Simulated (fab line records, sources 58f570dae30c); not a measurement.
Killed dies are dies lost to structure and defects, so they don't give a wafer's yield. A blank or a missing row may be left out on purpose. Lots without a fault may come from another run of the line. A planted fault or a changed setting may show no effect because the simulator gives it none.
fab line records | flow berkeley_cmos170
record lots=5 wafers=15 last_day=14
route steps=331 shown PVT@122 GATE@125 FIELD@126 PLDD@145
lots that met no fault: from a run of the same line without faults
start_h: hours from the record's first day to the start of the lot's first wafer shown | wait_h: hours since the lot's step before | " the same as in the row above | L1.1+2: a row that stands for several wafers | - no value, or no start given | * or withheld: withheld | < > ~ a bound
route shown NAME@n: a module of which the file shows steps, and the number in the route of the first | usual: mean/standard deviation of fault-free wafers | same: alike in all rows | chamber/n: place in a boat | sites: the reading at each site | _std_site: their standard deviation | _edge_site: outer sites' mean less inner sites' | radius_mm: how far each site lies from the wafer's centre | mask NAME#n: copy n | behind: the tool/chamber that last shaped the wafer | hold: why the lot was held/for how many hours/how that ended | device: the transistor (n, p or np) that didn't switch | end of line: the same wafers' tests at the end of the route | a step without rows: its recipe alone | killed: dies lost to structure and defects at the first sort, not the wafer's yield | map: a wafer's dies, x killed, . not, _ none there
set.NAME: the setting as run; set.NAME@STEP: as run at that earlier step | model.NAME: the simulator's own value behind a step, which no gauge read
lots at some steps of the route; a table a step, a row a wafer
services: from which hour (start_h, from the record's first day; less than 0 if before it) a tool's chamber was out of use, for how many hours, and why
## steps
# step UCB170_PVT_IMPLANT_07
# recipe species=P dose_cm2=2e+12 energy_kev=30 tilt_deg=7
# usual end_station_pressure_torr=5.02e-06/2.7e-07
# columns lot.wafer tool chamber start_h wait_h end_station_pressure_torr
L076.3 implanter-01 0 168.71 0.1 4.52e-06
L076.4 " 0 " " 4.95e-06
L076.6 " 0 " " 4.92e-06
L081.1 implanter-02 0 173.47 0.0 4.81e-06
L081.4 " 0 " " 4.87e-06
L081.6 " 0 " " 4.94e-06
L094.2 implanter-01 0 234.72 0.0 4.97e-06
L094.5 " 0 " " 4.92e-06
L094.6 " 0 " " 5.09e-06
L093.3 implanter-03 0 235.02 0.1 5.04e-06
L093.5 " 0 " " 4.87e-06
L093.6 " 0 " " 4.67e-06
L096.2 implanter-03 0 268.97 0.0 5.35e-06
L096.4 " 0 " " 5.05e-06
L096.6 " 0 " " 4.48e-06
# step UCB170_PVT_STRIP_08
# recipe chemistry=O2 power_w=400 pressure_mtorr=3500 platen_temp_c=withheld o2_flow_sccm=400 overash_fraction=0.5
# usual drypump_motor_current_A=5.63/0.2 oes_product_au=0.735/0.0042 strip_time_to_endpoint_s=21.62/0.069
# columns lot.wafer tool chamber start_h wait_h drypump_motor_current_A oes_product_au rf_hours_counter_h strip_time_to_endpoint_s
L076.3 plasma_asher-01 1 168.84 0.1 5.64 0.728 - 21.61
L076.4 " 0 " " 5.69 0.733 - 21.60
L076.6 " 0 " " 5.70 0.728 - 21.59
L081.1 plasma_asher-01 0 173.62 0.1 5.70 0.740 45 21.72
L081.4 " 1 " " 5.65 0.729 - 21.73
L081.6 " 1 " " 5.62 0.736 - 21.75
L094.2 plasma_asher-02 1 234.84 0.1 5.65 0.730 13 21.63
L094.5 " 1 " " 5.66 0.729 - 21.65
L094.6 " 0 " " 5.12 0.736 - 21.63
L093.3 plasma_asher-01 0 235.15 0.1 5.68 0.736 - 21.66
L093.5 " 1 " " 5.67 0.732 - 21.56
L093.6 " 0 " " 5.66 0.733 - 21.59
L096.2 plasma_asher-04 1 269.10 0.1 5.71 0.736 49 21.68
L096.4 " 0 " " 5.78 0.738 - 21.64
L096.6 " 0 " " 5.82 0.733 - 21.60
# step UCB170_PVT_TW_MEAS_09
# usual PVT_TW=503.2/2.1
# columns lot.wafer tool chamber start_h wait_h PVT_TW
L076.3 film_metro-03 - 168.93 0.1 502.3
L076.4 " - " " 505.7
L076.6 " - " " 500.6
L081.1 film_metro-04 - 173.72 0.1 503.9
L081.4 " - " " 499.2
L081.6 " - " " 502.2
L094.2 film_metro-04 - 234.95 0.1 503.0
L094.5 " - " " 501.1
L094.6 " - " " 503.2
L093.3 film_metro-04 - 235.24 0.1 501.8
L093.5 " - " " 500.2
L093.6 " - " " 499.5
L096.2 film_metro-01 - 269.24 0.1 503.4
L096.4 " - " " 502.4
L096.6 " - " " 500.0
# step UCB170_GATE_WET_ETCH_00
# recipe chemistry=dHF dilution=25:1 target=SiO2 temp_c=25 time_s=200
# same time_s=200
# columns lot.wafer tool chamber start_h wait_h
L076.3+4+6 wet_bench-04 3 169.97 1.0
L081.1+4+6 wet_bench-04 3 173.78 0.1
L094.2+5+6 wet_bench-04 1 235.00 0.0
L093.3+5+6 wet_bench-04 0 235.28 0.0
L096.2+4+6 wet_bench-04 1 269.29 0.0
# step UCB170_FIELD_THK_MEAS_91
# recipe reads=SiO2_of_FIELD_OXIDATION_01
# usual FIELD_OXIDE_LEFT_2_THK=354/11
# columns lot.wafer tool chamber start_h wait_h FIELD_OXIDE_LEFT_2_THK[nm]
L076.3 film_metro-04 - 170.06 0.0 361
L076.4 " - " " 371
L076.6 " - " " 373
L081.1 film_metro-03 - 173.85 0.0 349
L081.4 " - " " 367
L081.6 " - " " 355
L094.2 film_metro-01 - 235.08 0.0 332
L094.5 " - " " 339
L094.6 " - " " 346
L093.3 film_metro-01 - 235.36 0.0 338
L093.5 " - " " 344
L093.6 " - " " 345
L096.2 film_metro-01 - 269.37 0.0 354
L096.4 " - " " 346
L096.6 " - " " 344
# step UCB170_GATE_OXIDATION_01
# recipe temp_c=850 ambient=O2 target_thk_a=66 ox_time_s=1800
# usual zone_power_centre_pct=41.2/2.9
# columns lot.wafer tool chamber start_h wait_h zone_power_centre_pct
L076.3 furnace-01 0 170.12 0.1 39.2
L076.4 " 0 " " 40.1
L076.6 " 0 " " 40.2
L081.1 furnace-04 0 178.29 4.4 37.1
L081.4 " 0 " " 37.0
L081.6 " 0 " " 37.5
L093.3 furnace-01 0 238.48 3.1 39.5
L093.5 " 0 " " 39.4
L093.6 " 0 " " 40.6
L094.2 furnace-01 0 238.48 3.4 39.4
L094.5 " 0 " " 39.7
L094.6 " 0 " " 39.6
L096.2 furnace-01 0 278.98 9.6 40.0
L096.4 " 0 " " 40.8
L096.6 " 0 " " 40.2
# step UCB170_GATE_THK_MEAS_02
# recipe reads=SiO2_of_GATE_OXIDATION_01
# usual GATE_OXIDE_THK=6.55/0.16
# columns lot.wafer tool chamber start_h wait_h GATE_OXIDE_THK[nm]
L076.3 film_metro-03 - 171.70 0.1 6.55
L076.4 " - " " 6.54
L076.6 " - " " 6.59
L081.1 film_metro-03 - 179.79 0.0 6.78
L081.4 " - " " 6.94
L081.6 " - " " 6.79
L094.2 film_metro-03 - 239.99 0.0 6.64
L094.5 " - " " 6.56
L094.6 " - " " 6.64
L093.3 film_metro-01 - 240.06 0.1 6.60
L093.5 " - " " 6.61
L093.6 " - " " 6.61
L096.2 film_metro-03 - 280.49 0.0 6.69
L096.4 " - " " 6.58
L096.6 " - " " 6.57
# step UCB170_GATE_ANNEAL_03
# recipe temp_c=900 time_s=1800 ambient=N2
# usual zone_power_centre_pct=41.3/1.4
# same time_s=1800
# columns lot.wafer tool chamber start_h wait_h zone_power_centre_pct
L076.3 furnace-04 0 174.21 2.5 39.9
L076.4 " 0 " " 39.7
L076.6 " 0 " " 40.4
L081.1 furnace-04 0 182.71 2.9 40.2
L081.4 " 0 " " 40.3
L081.6 " 0 " " 39.7
L093.3 furnace-01 0 244.33 4.3 43.4
L093.5 " 0 " " 42.5
L093.6 " 0 " " 42.7
L094.2 furnace-01 0 244.33 4.3 43.3
L094.5 " 0 " " 42.7
L094.6 " 0 " " 42.9
L096.2 furnace-01 0 290.35 9.8 42.8
L096.4 " 0 " " 42.5
L096.6 " 0 " " 42.9
# step UCB170_GATE_CVD_04
# recipe material=poly-Si temp_c=610 precursor=SiH4 time_s=1440 pressure_mtorr=375 target_thk_nm=214 sih4_flow_sccm=120
# usual zone_power_centre_pct=27.4/2.4
# same time_s=1440
# columns lot.wafer tool chamber start_h wait_h zone_power_centre_pct
L076.3 lpcvd-02 1 175.71 0.0 26.4
L076.4 " 1 " " 26.4
L076.6 " 1 " " 26.4
L081.1 lpcvd-02 0 184.64 0.4 26.0
L081.4 " 0 " " 25.5
L081.6 " 0 " " 25.7
L093.3 lpcvd-02 1 245.83 0.0 26.3
L093.5 " 1 " " 26.0
L093.6 " 1 " " 26.4
L094.2 lpcvd-02 0 245.83 0.0 25.8
L094.5 " 0 " " 26.2
L094.6 " 0 " " 25.6
L096.2 lpcvd-01 1 291.85 0.0 32.4
L096.4 " 1 " " 32.5
L096.6 " 1 " " 32.2
# step UCB170_GATE_THK_MEAS_05
# recipe reads=poly-Si_of_GATE_CVD_04
# usual GATE_POLY_THK=215.5/2
# columns lot.wafer tool chamber start_h wait_h GATE_POLY_THK[nm]
L076.3 film_metro-01 - 177.13 0.0 216.0
L076.4 " - " " 217.3
L076.6 " - " " 217.6
L081.1 film_metro-02 - 186.04 0.0 215.8
L081.4 " - " " 214.9
L081.6 " - " " 216.3
L094.2 film_metro-03 - 247.24 0.0 216.0
L094.5 " - " " 214.8
L094.6 " - " " 214.1
L093.3 film_metro-01 - 247.31 0.1 216.4
L093.5 " - " " 216.9
L093.6 " - " " 218.1
L096.2 film_metro-01 - 293.26 0.0 216.8
L096.4 " - " " 214.7
L096.6 " - " " 215.4
# step UCB170_GATE_COAT_06
# recipe resist=BARC temp_c=withheld time_s=withheld spin_rpm=3000 resist_thk_nm=withheld
# usual resist_line_temp_C=*
# columns lot.wafer tool chamber start_h wait_h resist_line_temp_C
L076.3 litho_track-04 0 177.22 0.1 *
L076.4 " 0 " " *
L076.6 " 0 " " *
L081.1 litho_track-04 0 186.19 0.1 *
L081.4 " 0 " " *
L081.6 " 0 " " *
L094.2 litho_track-04 0 247.32 0.1 *
L094.5 " 0 " " *
L094.6 " 0 " " *
L093.3 litho_track-01 0 247.79 0.5 *
L093.5 " 0 " " *
L093.6 " 0 " " *
L096.2 litho_track-01 0 293.33 0.1 *
L096.4 " 0 " " *
L096.6 " 0 " " *
# step UCB170_GATE_COAT_07
# recipe resist=KrF spin_rpm=1500 resist_thk_nm=900
# usual resist_line_temp_C=23.00/0.11
# columns lot.wafer tool chamber start_h wait_h resist_line_temp_C
L076.3 litho_track-04 0 - - 23.02
L076.4 " 0 " " 22.92
L076.6 " 0 " " 22.90
L081.1 litho_track-04 0 - - 23.12
L081.4 " 0 " " 22.77
L081.6 " 0 " " 22.96
L094.2 litho_track-04 0 - - 22.94
L094.5 " 0 " " 22.84
L094.6 " 0 " " 22.98
L093.3 litho_track-01 0 - - 23.17
L093.5 " 0 " " 22.92
L093.6 " 0 " " 23.05
L096.2 litho_track-01 0 - - 23.06
L096.4 " 0 " " 22.94
L096.6 " 0 " " 23.10
# step UCB170_GATE_SOFTBAKE_08
# recipe resist=KrF temp_c=130 time_s=60
# usual resist_line_temp_C=23.03/0.1
# same time_s=60
# columns lot.wafer tool chamber start_h wait_h resist_line_temp_C
L076.3 litho_track-04 0 - - 23.22
L076.4 " 0 " " 22.93
L076.6 " 0 " " 23.08
L081.1 litho_track-04 0 - - 23.06
L081.4 " 0 " " 23.20
L081.6 " 0 " " 23.22
L094.2 litho_track-04 0 - - 23.05
L094.5 " 0 " " 23.06
L094.6 " 0 " " 23.00
L093.3 litho_track-01 0 - - 23.04
L093.5 " 0 " " 22.88
L093.6 " 0 " " 23.06
L096.2 litho_track-01 0 - - 23.07
L096.4 " 0 " " 23.12
L096.6 " 0 " " 22.98
# step UCB170_GATE_EXPOSE_09
# recipe mask_id=POLY target_cd_nm=350 na=0.5 sigma_outer=0.6 source_shape=conventional dose_mj=21
# usual exposure_dose_mJ_cm2=20.979/0.024 stage_vel_mm_s=500.01/0.26
# columns lot.wafer tool chamber start_h wait_h mask exposure_dose_mJ_cm2 stage_vel_mm_s
L076.3 krf_scanner-01 0 177.90 - POLY#0 20.982 500.46
L076.4 " 0 " " POLY#0 20.996 500.36
L076.6 " 0 " " POLY#0 20.991 500.35
L081.1 krf_scanner-02 0 186.79 - POLY#0 21.011 499.78
L081.4 " 0 " " POLY#0 20.978 499.91
L081.6 " 0 " " POLY#0 20.988 499.50
L094.2 krf_scanner-01 0 248.13 - POLY#0 20.986 499.33
L094.5 " 0 " " POLY#0 20.993 500.00
L094.6 " 0 " " POLY#0 20.987 499.28
L093.3 krf_scanner-02 0 248.51 - POLY#0 20.961 499.85
L093.5 " 0 " " POLY#0 20.959 500.13
L093.6 " 0 " " POLY#0 20.944 500.37
L096.2 krf_scanner-02 0 293.78 - POLY#0 20.985 500.08
L096.4 " 0 " " POLY#0 20.965 499.56
L096.6 " 0 " " POLY#0 21.007 499.56
# step UCB170_GATE_PEB_10
# recipe peb_temp_c=130 peb_time_s=withheld resist=KrF
# usual resist_line_temp_C=23.02/0.12
# columns lot.wafer tool chamber start_h wait_h resist_line_temp_C
L076.3 litho_track-01 0 178.19 0.3 23.25
L076.4 " 0 " " 23.27
L076.6 " 0 " " 23.04
L081.1 litho_track-02 0 186.94 0.1 22.99
L081.4 " 0 " " 23.10
L081.6 " 0 " " 23.06
L094.2 litho_track-04 0 248.49 0.3 22.77
L094.5 " 0 " " 22.80
L094.6 " 0 " " 23.00
L093.3 litho_track-01 0 249.14 0.6 22.95
L093.5 " 0 " " 23.10
L093.6 " 0 " " 23.05
L096.2 litho_track-02 0 293.90 0.1 23.07
L096.4 " 0 " " 23.03
L096.6 " 0 " " 22.98
# step UCB170_GATE_DEVELOP_11
# recipe developer=TMAH develop_time_s=45 resist=KrF dev_temp_c=21
# usual resist_line_temp_C=22.99/0.12
# columns lot.wafer tool chamber start_h wait_h resist_line_temp_C
L076.3 litho_track-01 0 - - 23.16
L076.4 " 0 " " 23.18
L076.6 " 0 " " 23.18
L081.1 litho_track-02 0 - - 23.09
L081.4 " 0 " " 23.09
L081.6 " 0 " " 23.05
L094.2 litho_track-04 0 - - 22.86
L094.5 " 0 " " 22.94
L094.6 " 0 " " 22.92
L093.3 litho_track-01 0 - - 23.07
L093.5 " 0 " " 22.98
L093.6 " 0 " " 23.11
L096.2 litho_track-02 0 - - 22.87
L096.4 " 0 " " 23.13
L096.6 " 0 " " 22.96
# step UCB170_GATE_CD_MEAS_12
# recipe target_cd_nm=350
# usual cd_nm=350.2/1.6
# columns lot.wafer tool chamber start_h wait_h cd_nm
L076.3 cd_sem-01 - 178.45 - 348.5
L076.4 " - " " 348.4
L076.6 " - " " 349.1
L081.1 cd_sem-02 - 187.22 - 351.5
L081.4 " - " " 352.5
L081.6 " - " " 352.1
L094.2 cd_sem-01 - 248.76 - 352.7
L094.5 " - " " 352.9
L094.6 " - " " 351.9
L093.3 cd_sem-02 - 249.41 - 349.8
L093.5 " - " " 350.0
L093.6 " - " " 348.9
L096.2 cd_sem-01 - 294.17 - 347.8
L096.4 " - " " 348.4
L096.6 " - " " 348.3
# step UCB170_GATE_OVL_MEAS_13
# usual GATE_OVL=3/5.3
# columns lot.wafer tool chamber start_h wait_h GATE_OVL[nm]
L076.3 overlay-01 - 178.54 0.1 8
L076.4 " - " " -3
L076.6 " - " " -1
L081.1 overlay-02 - 187.34 0.1 2
L081.4 " - " " 4
L081.6 " - " " 4
L094.2 overlay-02 - 248.87 0.1 -1
L094.5 " - " " -3
L094.6 " - " " 0
L093.3 overlay-01 - 249.50 0.1 6
L093.5 " - " " 5
L093.6 " - " " 9
L096.2 overlay-02 - 294.28 0.1 7
L096.4 " - " " 8
L096.6 " - " " 8
# step UCB170_GATE_ETCH_14
# recipe chemistry=N2/H2 target_depth_a=withheld overetch_a=withheld target=BARC time_s=withheld source_w=500 bias_w=100 pressure_mtorr=30 n2_flow_sccm=100 h2_flow_sccm=200
# usual drypump_motor_current_A=5.6/0.38 oes_product_au=1.000/0.02 rf_fwd_power_W=495.4/2.2 throttle_valve_pct=13.25/0.22
# columns lot.wafer tool chamber start_h wait_h drypump_motor_current_A oes_product_au rf_fwd_power_W throttle_valve_pct
L076.3 rie_diel-01 2 178.57 0.0 5.9 1.008 494.2 13.35
L076.4 " 0 " " 6.1 1.024 496.8 13.34
L076.6 " 1 " " 5.2 0.981 493.3 13.32
L081.1 rie_diel-03 0 187.37 0.0 5.4 0.979 494.9 13.13
L081.4 " 2 " " 6.1 1.016 498.3 13.58
L081.6 " 0 " " 5.5 0.987 496.6 13.14
L094.2 rie_diel-01 3 248.90 0.0 5.0 0.965 498.4 13.20
L094.5 " 2 " " 5.9 0.972 496.4 13.35
L094.6 " 3 " " 5.0 0.970 497.1 13.21
L093.3 rie_diel-02 1 249.53 0.0 5.3 1.028 492.6 13.09
L093.5 " 3 " " 6.1 0.977 493.2 13.30
L093.6 " 2 " " 5.3 1.012 499.5 12.95
L096.2 rie_diel-02 2 294.31 0.0 5.3 1.026 497.5 12.93
L096.4 " 3 " " 6.1 0.979 494.5 13.29
L096.6 " 2 " " 5.3 1.016 496.1 12.96
# step UCB170_GATE_ETCH_15
# recipe chemistry=HBr/Cl2 target=poly-Si stop_on=SiO2 over_etch_frac=0.3 icp_w=300 bias_w=150 time_s=56.3 pressure_mtorr=15 HBr_flow_sccm=150 Cl2_flow_sccm=50 target_depth_a=2782
# usual HBr_flow_sccm=150.0/0.47 drypump_motor_current_A=5.6/0.39 oes_product_au=0.837/0.013 rf_fwd_power_W=296.9/1.2 throttle_valve_pct=26.53/0.17
# same time_s=56.3
# columns lot.wafer tool chamber start_h wait_h HBr_flow_sccm drypump_motor_current_A oes_product_au rf_fwd_power_W rf_hours_counter_h throttle_valve_pct
L076.3 rie_si-02 0 178.61 - 149.7 5.4 0.813 295.4 2 26.58
L076.4 " 0 " " 150.3 5.4 0.821 296.4 - 26.57
L076.6 " 3 " " 149.9 5.6 0.835 297.2 - 26.60
L081.1 rie_si-01 0 187.41 - 149.7 6.5 0.842 296.7 1 26.44
L081.4 " 2 " " 150.4 5.6 0.824 297.1 - 26.41
L081.6 " 1 " " 150.5 5.7 0.834 299.6 - 26.38
L094.2 rie_si-02 1 248.94 - 150.0 5.8 0.834 298.6 71 26.48
L094.5 " 2 " " 150.0 5.6 0.837 295.8 - 26.89
L094.6 " 1 " " 150.4 5.8 0.836 297.7 - 26.47
L093.3 rie_si-02 2 249.57 - 150.3 5.6 0.847 296.2 1 26.88
L093.5 " 1 " " 149.5 5.8 0.837 296.6 - 26.46
L093.6 " 2 " " 149.9 5.6 0.842 296.1 - 26.88
L096.2 rie_si-02 0 294.35 - 149.8 5.3 0.819 297.6 2 26.56
L096.4 " 3 " " 150.0 5.6 0.840 297.1 2 26.59
L096.6 " 2 " " 150.0 5.6 0.836 295.9 - 26.88
# step UCB170_GATE_STRIP_16
# recipe chemistry=O2 power_w=400 pressure_mtorr=3500 platen_temp_c=withheld o2_flow_sccm=400 overash_fraction=0.5
# usual drypump_motor_current_A=5.53/0.22 oes_product_au=0.725/0.0042
# columns lot.wafer tool chamber start_h wait_h drypump_motor_current_A oes_product_au rf_hours_counter_h
L076.3 plasma_asher-03 1 178.69 0.1 5.67 0.726 -
L076.4 " 0 " " 5.52 0.731 -
L076.6 " 0 " " 5.52 0.734 -
L081.1 plasma_asher-02 0 187.46 0.0 5.11 0.722 7
L081.4 " 1 " " 5.65 0.722 -
L081.6 " 1 " " 5.66 0.724 -
L094.2 plasma_asher-02 1 248.99 0.0 5.65 0.730 15
L094.5 " 1 " " 5.66 0.720 -
L094.6 " 0 " " 5.09 0.723 -
L093.3 plasma_asher-01 0 249.65 0.1 5.67 0.725 -
L093.5 " 1 " " 5.65 0.717 -
L093.6 " 0 " " 5.68 0.719 -
L096.2 plasma_asher-03 1 294.40 0.0 5.68 0.721 56
L096.4 " 1 " " 5.66 0.721 -
L096.6 " 1 " " 5.69 0.727 -
# step UCB170_GATE_CD_MEAS_90
# recipe target_cd_nm=350
# usual cd_nm=350.5/1.8
# columns lot.wafer tool chamber start_h wait_h cd_nm
L076.3 cd_sem-02 - 178.87 0.1 348.6
L076.4 " - " " 350.1
L076.6 " - " " 350.4
L081.1 cd_sem-02 - 187.56 0.1 351.3
L081.4 " - " " 352.6
L081.6 " - " " 352.4
L094.2 cd_sem-02 - 249.11 0.1 353.7
L094.5 " - " " 353.3
L094.6 " - " " 352.8
L093.3 cd_sem-02 - 249.77 0.1 349.9
L093.5 " - " " 350.2
L093.6 " - " " 349.1
L096.2 cd_sem-01 - 294.52 0.1 347.6
L096.4 " - " " 349.0
L096.6 " - " " 347.8
# step UCB170_GATE_CLEAN_17
# recipe chemistry=SPM temp_c=120 time_s=600
# same time_s=600
# columns lot.wafer tool chamber start_h wait_h
L076.3+4+6 wet_bench-04 3 179.05 0.2
L081.1+4+6 wet_bench-04 2 187.68 0.1
L094.2+5+6 wet_bench-03 1 249.21 0.1
L093.3+5+6 wet_bench-03 3 249.88 0.1
L096.2+4+6 wet_bench-01 1 295.52 1.0
# step UCB170_PLDD_HMDS_00
# recipe prime_time_s=60 prime_temp_c=100
# usual resist_line_temp_C=23.01/0.11
# columns lot.wafer tool chamber start_h wait_h resist_line_temp_C
L076.3 litho_track-02 0 179.29 0.1 23.06
L076.4 " 0 " " 23.10
L076.6 " 0 " " 23.08
L081.1 litho_track-03 0 187.86 0.0 22.98
L081.4 " 0 " " 22.91
L081.6 " 0 " " 22.98
L094.2 litho_track-02 0 249.74 0.4 23.05
L094.5 " 0 " " 23.07
L094.6 " 0 " " 22.94
L093.3 litho_track-01 0 250.24 0.2 22.99
L093.5 " 0 " " 23.03
L093.6 " 0 " " 23.24
L096.2 litho_track-01 0 296.00 0.3 23.05
L096.4 " 0 " " 23.06
L096.6 " 0 " " 23.15
# step UCB170_PLDD_COAT_01
# recipe resist=KrF spin_rpm=1500 resist_thk_nm=900
# usual resist_line_temp_C=23.01/0.1
# columns lot.wafer tool chamber start_h wait_h resist_line_temp_C
L076.3 litho_track-02 0 179.44 0.1 23.07
L076.4 " 0 " " 23.12
L076.6 " 0 " " 23.02
L081.1 litho_track-03 0 188.01 0.1 23.02
L081.4 " 0 " " 23.08
L081.6 " 0 " " 22.99
L094.2 litho_track-02 0 249.89 0.1 22.96
L094.5 " 0 " " 23.00
L094.6 " 0 " " 23.01
L093.3 litho_track-01 0 250.39 0.1 23.11
L093.5 " 0 " " 23.09
L093.6 " 0 " " 23.14
L096.2 litho_track-01 0 296.15 0.1 23.09
L096.4 " 0 " " 22.99
L096.6 " 0 " " 23.11
# step UCB170_PLDD_SOFTBAKE_02
# recipe resist=KrF temp_c=130 time_s=60
# usual resist_line_temp_C=23.01/0.1
# same time_s=60
# columns lot.wafer tool chamber start_h wait_h resist_line_temp_C
L076.3 litho_track-02 0 179.59 0.1 22.95
L076.4 " 0 " " 22.76
L076.6 " 0 " " 22.87
L081.1 litho_track-03 0 188.16 0.1 23.10
L081.4 " 0 " " 22.86
L081.6 " 0 " " 22.89
L094.2 litho_track-02 0 250.04 0.1 22.93
L094.5 " 0 " " 22.99
L094.6 " 0 " " 22.86
L093.3 litho_track-01 0 250.54 0.1 23.12
L093.5 " 0 " " 23.16
L093.6 " 0 " " 23.02
L096.2 litho_track-01 0 296.30 0.1 22.87
L096.4 " 0 " " 23.03
L096.6 " 0 " " 23.02
# step UCB170_PLDD_EXPOSE_03
# recipe mask_id=PSELECT na=0.5 sigma_outer=0.6 source_shape=conventional target_cd_nm=1200 dose_mj=30
# usual exposure_dose_mJ_cm2=29.970/0.028 stage_vel_mm_s=500.01/0.22
# columns lot.wafer tool chamber start_h wait_h mask exposure_dose_mJ_cm2 stage_vel_mm_s
L076.3 krf_scanner-01 0 179.91 0.3 PSELECT#0 29.950 499.80
L076.4 " 0 " " PSELECT#0 29.971 499.74
L076.6 " 0 " " PSELECT#0 29.967 499.96
L081.1 krf_scanner-01 0 188.31 0.1 PSELECT#0 29.966 499.81
L081.4 " 0 " " PSELECT#0 29.946 499.84
L081.6 " 0 " " PSELECT#0 30.028 499.67
L094.2 krf_scanner-02 0 250.31 0.2 PSELECT#0 30.039 500.15
L094.5 " 0 " " PSELECT#0 29.949 500.08
L094.6 " 0 " " PSELECT#0 29.974 500.30
L093.3 krf_scanner-02 0 251.02 0.4 PSELECT#0 29.977 499.94
L093.5 " 0 " " PSELECT#0 29.977 499.80
L093.6 " 0 " " PSELECT#0 29.989 499.73
L096.2 krf_scanner-01 0 296.83 0.5 PSELECT#0 29.998 500.13
L096.4 " 0 " " PSELECT#0 29.915 499.79
L096.6 " 0 " " PSELECT#0 29.945 499.75
# step UCB170_PLDD_PEB_04
# recipe peb_temp_c=130 peb_time_s=withheld resist=KrF
# usual resist_line_temp_C=23.01/0.11
# columns lot.wafer tool chamber start_h wait_h resist_line_temp_C
L076.3 litho_track-01 0 180.21 0.3 22.93
L076.4 " 0 " " 22.91
L076.6 " 0 " " 22.94
L081.1 litho_track-01 0 188.70 0.4 23.00
L081.4 " 0 " " 23.08
L081.6 " 0 " " 23.07
L094.2 litho_track-03 0 250.59 0.3 23.00
L094.5 " 0 " " 23.08
L094.6 " 0 " " 23.19
L093.3 litho_track-03 0 251.34 0.3 23.00
L093.5 " 0 " " 22.77
L093.6 " 0 " " 22.97
L096.2 litho_track-02 0 297.45 0.6 23.16
L096.4 " 0 " " 23.12
L096.6 " 0 " " 23.18
# step UCB170_PLDD_DEVELOP_05
# recipe developer=TMAH develop_time_s=45 resist=KrF dev_temp_c=21
# usual resist_line_temp_C=23.00/0.092
# columns lot.wafer tool chamber start_h wait_h resist_line_temp_C
L076.3 litho_track-01 0 - - 23.01
L076.4 " 0 " " 22.98
L076.6 " 0 " " 23.00
L081.1 litho_track-01 0 - - 22.94
L081.4 " 0 " " 22.85
L081.6 " 0 " " 23.01
L094.2 litho_track-03 0 - - 22.98
L094.5 " 0 " " 23.12
L094.6 " 0 " " 22.97
L093.3 litho_track-03 0 - - 22.89
L093.5 " 0 " " 22.97
L093.6 " 0 " " 22.97
L096.2 litho_track-02 0 - - 22.96
L096.4 " 0 " " 22.98
L096.6 " 0 " " 22.87
# step UCB170_PLDD_CD_MEAS_06
# recipe target_cd_nm=1200
# usual cd_nm=1200.1/1.1
# columns lot.wafer tool chamber start_h wait_h cd_nm
L076.3 cd_sem-01 - 180.47 - 1199.0
L076.4 " - " " 1199.0
L076.6 " - " " 1200.5
L081.1 cd_sem-02 - 188.97 - 1199.2
L081.4 " - " " 1199.6
L081.6 " - " " 1200.0
L094.2 cd_sem-01 - 250.86 - 1201.4
L094.5 " - " " 1200.2
L094.6 " - " " 1201.6
L093.3 cd_sem-01 - 251.61 - 1200.9
L093.5 " - " " 1201.5
L093.6 " - " " 1199.7
L096.2 cd_sem-02 - 297.72 - 1200.6
L096.4 " - " " 1202.4
L096.6 " - " " 1199.1
# step UCB170_PLDD_OVL_MEAS_07
# usual PLDD_OVL=2/6
# columns lot.wafer tool chamber start_h wait_h PLDD_OVL[nm]
L076.3 overlay-01 - 180.57 0.1 7
L076.4 " - " " 3
L076.6 " - " " 5
L081.1 overlay-01 - 189.09 0.1 1
L081.4 " - " " -1
L081.6 " - " " -3
L094.2 overlay-01 - 250.97 0.1 7
L094.5 " - " " 2
L094.6 " - " " 4
L093.3 overlay-01 - 251.70 0.1 8
L093.5 " - " " 5
L093.6 " - " " 5
L096.2 overlay-02 - 297.82 0.1 -1
L096.4 " - " " 2
L096.6 " - " " -3
# step UCB170_PLDD_IMPLANT_08
# recipe species=BF2 dose_cm2=5e+13 energy_kev=10 tilt_deg=7 rotation_deg=0
# usual end_station_pressure_torr=5.11e-06/2.6e-07
# columns lot.wafer tool chamber start_h wait_h end_station_pressure_torr
L076.3 implanter-04 0 180.64 0.1 5.24e-06
L076.4 " 0 " " 4.87e-06
L076.6 " 0 " " 5.21e-06
L081.1 implanter-01 0 189.13 0.0 5.1e-06
L081.4 " 0 " " 4.99e-06
L081.6 " 0 " " 5.23e-06
L094.2 implanter-04 0 251.03 0.0 5.15e-06
L094.5 " 0 " " 4.7e-06
L094.6 " 0 " " 5.09e-06
L093.3 implanter-02 0 251.78 0.1 5.38e-06
L093.5 " 0 " " 5.53e-06
L093.6 " 0 " " 5.32e-06
L096.2 implanter-04 0 297.93 0.1 5.19e-06
L096.4 " 0 " " 5.68e-06
L096.6 " 0 " " 5.43e-06
# step UCB170_PLDD_IMPLANT_09
# recipe species=BF2 dose_cm2=5e+13 energy_kev=10 tilt_deg=7 rotation_deg=180
# usual end_station_pressure_torr=5.14e-06/2.5e-07
# columns lot.wafer tool chamber start_h wait_h end_station_pressure_torr
L076.3 implanter-04 0 180.79 0.1 4.76e-06
L076.4 " 0 " " 5.15e-06
L076.6 " 0 " " 5.29e-06
L081.1 implanter-01 0 189.28 0.1 5.27e-06
L081.4 " 0 " " 5.12e-06
L081.6 " 0 " " 5.03e-06
L094.2 implanter-04 0 251.18 0.1 5.51e-06
L094.5 " 0 " " 4.67e-06
L094.6 " 0 " " 5.23e-06
L093.3 implanter-02 0 251.93 0.1 5.4e-06
L093.5 " 0 " " 5.19e-06
L093.6 " 0 " " 5.29e-06
L096.2 implanter-04 0 298.08 0.1 4.89e-06
L096.4 " 0 " " 4.81e-06
L096.6 " 0 " " 5e-06
## services
# columns tool chamber start_h hours kind
plasma_asher-02 - 150.08 3.2 repair
krf_scanner-02 - 151.62 3.0 pm
krf_scanner-01 - 160.21 0.8 pm
rie_si-02 2 164.19 7.6 repair
rie_si-02 1 178.55 3.5 repair
implanter-02 - 178.78 2.4 repair
krf_scanner-02 - 188.21 0.8 pm
krf_scanner-01 - 191.59 1.3 pm
implanter-02 - 206.49 4.5 pm
plasma_asher-01 - 207.43 12.8 repair
rie_si-02 3 211.19 1.3 repair
krf_scanner-01 - 251.55 4.0 pm
furnace-01 - 257.08 2.0 pm
krf_scanner-01 - 261.85 1.0 pm
rie_si-02 1 264.37 3.7 repair
furnace-04 - 265.50 32.9 repair
krf_scanner-02 - 270.12 4.0 pm
implanter-01 - 278.82 0.9 repair
implanter-01 - 280.99 31.1 pm
implanter-04 - 282.29 2.9 repair
krf_scanner-02 - 288.31 1.0 pm
implanter-02 - 294.84 3.3 repair
furnace-01 - 296.16 9.6 repair
krf_scanner-02 - 297.69 3.2 repair
## key
fault none
